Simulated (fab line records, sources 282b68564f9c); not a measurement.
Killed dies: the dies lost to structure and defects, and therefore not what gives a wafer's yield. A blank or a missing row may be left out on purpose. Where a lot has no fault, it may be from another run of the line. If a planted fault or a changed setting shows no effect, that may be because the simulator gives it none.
Which tool is to blame? || flow rit cmos || 14 lots, 42 wafers sampled, at 3 steps of a route of 202

WHAT THE GAUGES SHOWED, per wafer
RIT_SILICIDE_RS_MEAS_02: uses a four-point probe to measure. Usual: SILICIDE_TI_RS typically reads 48.0 ohm/sq, with standard deviation 0.79.
{"lot": "L742", "measured": "day 3 02:22", "on": "film metro-04", "SILICIDE_TI_RS (ohm/sq)": "48.2 46.8 47.6", "flag": ""}
{"lot": "L745", "measured": "day 3 16:52", "on": "film metro-02", "SILICIDE_TI_RS (ohm/sq)": "47.4 47.2 48.8", "flag": ""}
{"lot": "L746", "measured": "day 3 22:09", "on": "film metro-04", "SILICIDE_TI_RS (ohm/sq)": "49.3 48.6 49.6", "flag": ""}
{"lot": "L747", "measured": "day 4 08:08", "on": "film metro-01", "SILICIDE_TI_RS (ohm/sq)": "47.8 47.3 46.9", "flag": ""}
{"lot": "L749", "measured": "day 4 13:27", "on": "film metro-04", "SILICIDE_TI_RS (ohm/sq)": "48.6 49.3 48.7", "flag": ""}
{"lot": "L750", "measured": "day 4 20:20", "on": "film metro-01", "SILICIDE_TI_RS (ohm/sq)": "47.8 47.9 47.5", "flag": ""}
{"lot": "L751", "measured": "day 4 22:26", "on": "film metro-01", "SILICIDE_TI_RS (ohm/sq)": "47.4 46.7 46.3", "flag": ""}
{"lot": "L753", "measured": "day 5 09:40", "on": "film metro-02", "SILICIDE_TI_RS (ohm/sq)": "48.9 48.2 49.0", "flag": ""}
{"lot": "L755", "measured": "day 6 00:09", "on": "film metro-02", "SILICIDE_TI_RS (ohm/sq)": "47.4 46.9 47.8", "flag": ""}
{"lot": "L756", "measured": "day 6 05:49", "on": "film metro-04", "SILICIDE_TI_RS (ohm/sq)": "48.0 48.3 47.8", "flag": ""}
{"lot": "L757", "measured": "day 6 07:04", "on": "film metro-02", "SILICIDE_TI_RS (ohm/sq)": "48.0 47.3 47.0", "flag": ""}
{"lot": "L761", "measured": "day 7 03:55", "on": "film metro-02", "SILICIDE_TI_RS (ohm/sq)": "44.9 44.3 44.3", "flag": "OFF"}
{"lot": "L763", "measured": "day 7 13:20", "on": "film metro-01", "SILICIDE_TI_RS (ohm/sq)": "45.0 44.9 44.7", "flag": "OFF"}
{"lot": "L764", "measured": "day 7 16:32", "on": "film metro-04", "SILICIDE_TI_RS (ohm/sq)": "47.9 48.3 48.4", "flag": ""}

RIT_SILICIDE_THK_MEAS_03: measures by xrf. Usual: SILICIDE_TI_THK typically reads 30.3 nm, with standard deviation 0.46.
{"lot": "L742", "measured": "day 3 02:28", "on": "film metro-04", "SILICIDE_TI_THK (nm)": "30.4 31.0 30.5", "flag": ""}
{"lot": "L745", "measured": "day 3 16:59", "on": "film metro-02", "SILICIDE_TI_THK (nm)": "30.4 30.5 29.6", "flag": ""}
{"lot": "L746", "measured": "day 3 22:16", "on": "film metro-04", "SILICIDE_TI_THK (nm)": "29.7 30.0 29.5", "flag": ""}
{"lot": "L747", "measured": "day 4 08:15", "on": "film metro-01", "SILICIDE_TI_THK (nm)": "30.4 30.5 31.0", "flag": ""}
{"lot": "L749", "measured": "day 4 13:34", "on": "film metro-04", "SILICIDE_TI_THK (nm)": "30.2 29.9 30.2", "flag": ""}
{"lot": "L750", "measured": "day 4 20:28", "on": "film metro-01", "SILICIDE_TI_THK (nm)": "30.4 30.5 30.7", "flag": ""}
{"lot": "L751", "measured": "day 4 22:32", "on": "film metro-01", "SILICIDE_TI_THK (nm)": "30.6 31.1 31.2", "flag": ""}
{"lot": "L753", "measured": "day 5 09:46", "on": "film metro-02", "SILICIDE_TI_THK (nm)": "29.6 29.8 29.5", "flag": ""}
{"lot": "L755", "measured": "day 6 00:16", "on": "film metro-02", "SILICIDE_TI_THK (nm)": "30.5 30.7 30.2", "flag": ""}
{"lot": "L756", "measured": "day 6 05:56", "on": "film metro-04", "SILICIDE_TI_THK (nm)": "30.2 30.2 30.3", "flag": ""}
{"lot": "L757", "measured": "day 6 07:10", "on": "film metro-02", "SILICIDE_TI_THK (nm)": "30.0 30.3 30.6", "flag": ""}
{"lot": "L761", "measured": "day 7 04:02", "on": "film metro-02", "SILICIDE_TI_THK (nm)": "31.8 32.3 32.1", "flag": "OFF"}
{"lot": "L763", "measured": "day 7 13:26", "on": "film metro-01", "SILICIDE_TI_THK (nm)": "31.9 31.9 32.1", "flag": "OFF"}
{"lot": "L764", "measured": "day 7 16:39", "on": "film metro-04", "SILICIDE_TI_THK (nm)": "30.3 30.0 30.1", "flag": ""}

WHAT TOOL EACH LOT RAN ON (gives the tool, then ch and the chambers of the sampled wafers, and finally the start)
{"lot": "L742", "RIT_SILICIDE_SPUTTER_01": "pvd sputter-03, day 3 02:11"}
{"lot": "L745", "RIT_SILICIDE_SPUTTER_01": "pvd sputter-04, day 3 16:43"}
{"lot": "L746", "RIT_SILICIDE_SPUTTER_01": "pvd sputter-03, day 3 22:00"}
{"lot": "L747", "RIT_SILICIDE_SPUTTER_01": "pvd sputter-02, day 4 07:59"}
{"lot": "L749", "RIT_SILICIDE_SPUTTER_01": "pvd sputter-03, day 4 13:18"}
{"lot": "L750", "RIT_SILICIDE_SPUTTER_01": "pvd sputter-02, day 4 20:11"}
{"lot": "L751", "RIT_SILICIDE_SPUTTER_01": "pvd sputter-03, day 4 22:16"}
{"lot": "L753", "RIT_SILICIDE_SPUTTER_01": "pvd sputter-03, day 5 09:29"}
{"lot": "L755", "RIT_SILICIDE_SPUTTER_01": "pvd sputter-03, day 6 00:00"}
{"lot": "L756", "RIT_SILICIDE_SPUTTER_01": "pvd sputter-02, day 6 05:40"}
{"lot": "L757", "RIT_SILICIDE_SPUTTER_01": "pvd sputter-03, day 6 06:53"}
{"lot": "L761", "RIT_SILICIDE_SPUTTER_01": "pvd sputter-03, day 7 03:46"}
{"lot": "L763", "RIT_SILICIDE_SPUTTER_01": "pvd sputter-03, day 7 13:08"}
{"lot": "L764", "RIT_SILICIDE_SPUTTER_01": "pvd sputter-02, day 7 16:23"}
- RIT_SILICIDE_SPUTTER_01: material Ti, target thk 30 nm, time 240 s.

AS READ BY THE TOOLS THEMSELVES (means over the sampled wafers that have a number; for cases with no such wafer, the mark the record gives instead)
RIT_SILICIDE_SPUTTER_01. Usual: throttle valve pct 30.3 %, standard deviation 1.2.
{"lot": "L742", "tool": "pvd sputter-03", "throttle valve pct (%)": 29.9, "flag": ""}
{"lot": "L745", "tool": "pvd sputter-04", "throttle valve pct (%)": 29.9, "flag": ""}
{"lot": "L746", "tool": "pvd sputter-03", "throttle valve pct (%)": 30.2, "flag": ""}
{"lot": "L747", "tool": "pvd sputter-02", "throttle valve pct (%)": 30.3, "flag": ""}
{"lot": "L749", "tool": "pvd sputter-03", "throttle valve pct (%)": 30.6, "flag": ""}
{"lot": "L750", "tool": "pvd sputter-02", "throttle valve pct (%)": 30.5, "flag": ""}
{"lot": "L751", "tool": "pvd sputter-03", "throttle valve pct (%)": 30.2, "flag": ""}
{"lot": "L753", "tool": "pvd sputter-03", "throttle valve pct (%)": 30.1, "flag": ""}
{"lot": "L755", "tool": "pvd sputter-03", "throttle valve pct (%)": 30.8, "flag": ""}
{"lot": "L756", "tool": "pvd sputter-02", "throttle valve pct (%)": 29.8, "flag": ""}
{"lot": "L757", "tool": "pvd sputter-03", "throttle valve pct (%)": 30.5, "flag": ""}
{"lot": "L761", "tool": "pvd sputter-03", "throttle valve pct (%)": 30.9, "flag": ""}
{"lot": "L763", "tool": "pvd sputter-03", "throttle valve pct (%)": 30.2, "flag": ""}
{"lot": "L764", "tool": "pvd sputter-02", "throttle valve pct (%)": 30.3, "flag": ""}

THE ANSWER, worked out from the rows above alone
Rule: a lot is off if the mean of its wafers that have a number lies more than 3 standard deviations from the usual mean. Also off: a lot with no number at a reading for which 4 or more lots have one. Where the step has rows for the other lots, those lots are counted as sound. After the gauges, taken in route order, come the tools' own readings; for these a lot's mean is taken, as printed above. At the first step where some lot is off, the reading lying furthest off is the one used; lots without a number count as furthest.
Off: at RIT_SILICIDE_RS_MEAS_02 (SILICIDE_TI_RS), L761, L763.
A tool fits if, at a process step before that reading, it ran every lot that is off, and no sound lot after the first of them. Those tools and the gauges at RIT_SILICIDE_RS_MEAS_02 are tried in the same way. One candidate fits, namely pvd sputter-03 at RIT_SILICIDE_SPUTTER_01. Its last sound lot is L757 (day 6 06:53), its first lot that is off L761 (day 7 03:46): a fault that began between those two fits.

WHAT WAS PUT IN BY THE SIMULATOR
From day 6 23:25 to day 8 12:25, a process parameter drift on pvd sputter-03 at RIT_SILICIDE_SPUTTER_01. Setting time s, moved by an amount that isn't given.
Shown lots that were struck: L761, L763. The rule above found the same.
